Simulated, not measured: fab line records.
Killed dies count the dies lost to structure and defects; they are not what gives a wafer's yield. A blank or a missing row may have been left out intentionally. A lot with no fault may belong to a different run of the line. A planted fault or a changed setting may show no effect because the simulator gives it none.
Check of tool commonality ; flow berkeley_cmos170 ; 15 lots and 45 wafers in the sample

REASON FOR OPENING
3 of 15 lots carry a flag on the reading V1_TEOS_THK at UCB170_V1_THK_MEAS_01. Wafers without a fault read 2004 nm, standard deviation 23.
Rule: flag the lot when none of its wafers has a number, or when each of its wafers that has one lies beyond 4 standard deviations from that mean. The other lots count as sound.

lot;measured;on;V1_TEOS_THK (nm), wafer by wafer;flag
L317;day 7 03:05;film_metro-02;1992 1999 2034;
L316;day 7 06:07;film_metro-02;2025 2019 2059;
L315;day 7 06:10;film_metro-01;1976 1966 1996;
L319;day 8 01:38;film_metro-02;2009 2026 2045;
L320;day 8 01:38;film_metro-04;1983 2017 2005;
L321;day 8 01:38;film_metro-01;1984 2020 1997;
L323;day 8 10:53;film_metro-04;1993 1998 2003;
L325;day 9 01:14;film_metro-04;1986 1976 1977;
L326;day 9 01:15;film_metro-02;1962 1974 2009;
L324;day 9 01:16;film_metro-01;1989 2028 2023;
L328;day 9 05:24;film_metro-01;1999 2007 2041;
L327;day 9 05:41;film_metro-02;3963 4038 4023;FLAGGED
L329;day 10 05:14;film_metro-04;4032 4051 4056;FLAGGED
L336;day 11 06:33;film_metro-01;3941 3990 4017;FLAGGED
L337;day 11 13:40;film_metro-01;1994 1970 2038;
The mean of the flagged lots' numbers is 4012 nm, +2008 nm from the usual (+87 standard deviations).

TOOL THAT RAN EACH LOT
The record holds 1 process step before the reading, out of a route of 331 steps. Each cell gives the tool, then ch followed by the chambers the sampled wafers passed through, then the start.
lot;flag;UCB170_V1_CVD_00
L317;;pecvd-02 ch 0,1,2, day 7 02:55
L316;;pecvd-03 ch 0,1, day 7 05:55
L315;;pecvd-02 ch 0,1, day 7 05:55
L319;;pecvd-03 ch 1,2, day 8 01:28
L320;;pecvd-02 ch 0,2, day 8 01:28
L321;;pecvd-04 ch 0,2, day 8 01:28
L323;;pecvd-04 ch 0,1,2, day 8 10:43
L325;;pecvd-02 ch 1,2, day 9 01:05
L326;;pecvd-04 ch 0,1, day 9 01:05
L324;;pecvd-03 ch 1,2, day 9 01:05
L328;;pecvd-04 ch 0,1,2, day 9 05:12
L327;FLAGGED;pecvd-03 ch 1,2, day 9 05:12
L329;FLAGGED;pecvd-04 ch 0,1, day 10 04:44
L336;FLAGGED;pecvd-04 ch 0,1, day 11 06:02
L337;;pecvd-03 ch 0,1,2, day 11 13:31
What these steps do:
- UCB170_V1_CVD_00: deposits SiO2 from TEOS/O2, target thk 2000 nm, time 250 s.
- UCB170_V1_THK_MEAS_01

FLAGGED AGAINST TOTAL, ONE TOOL AT A TIME (gauges that did the reading follow at the end)
step;tool;lots run;flagged;share of the flagged lots;sound lots run after its first flagged lot
UCB170_V1_CVD_00;pecvd-02;4;0;none;-
UCB170_V1_CVD_00;pecvd-03;5;1;some;1 (L337)
UCB170_V1_CVD_00;pecvd-04;6;2;some;0
UCB170_V1_THK_MEAS_01;film_metro-01;6;1;some;1 (L337)
UCB170_V1_THK_MEAS_01;film_metro-02;5;1;some;0
UCB170_V1_THK_MEAS_01;film_metro-04;4;1;some;0

THE TABLE: WHAT IT ALLOWS
No row of the table ran every flagged lot.

WHAT WAS PUT IN BY THE SIMULATOR
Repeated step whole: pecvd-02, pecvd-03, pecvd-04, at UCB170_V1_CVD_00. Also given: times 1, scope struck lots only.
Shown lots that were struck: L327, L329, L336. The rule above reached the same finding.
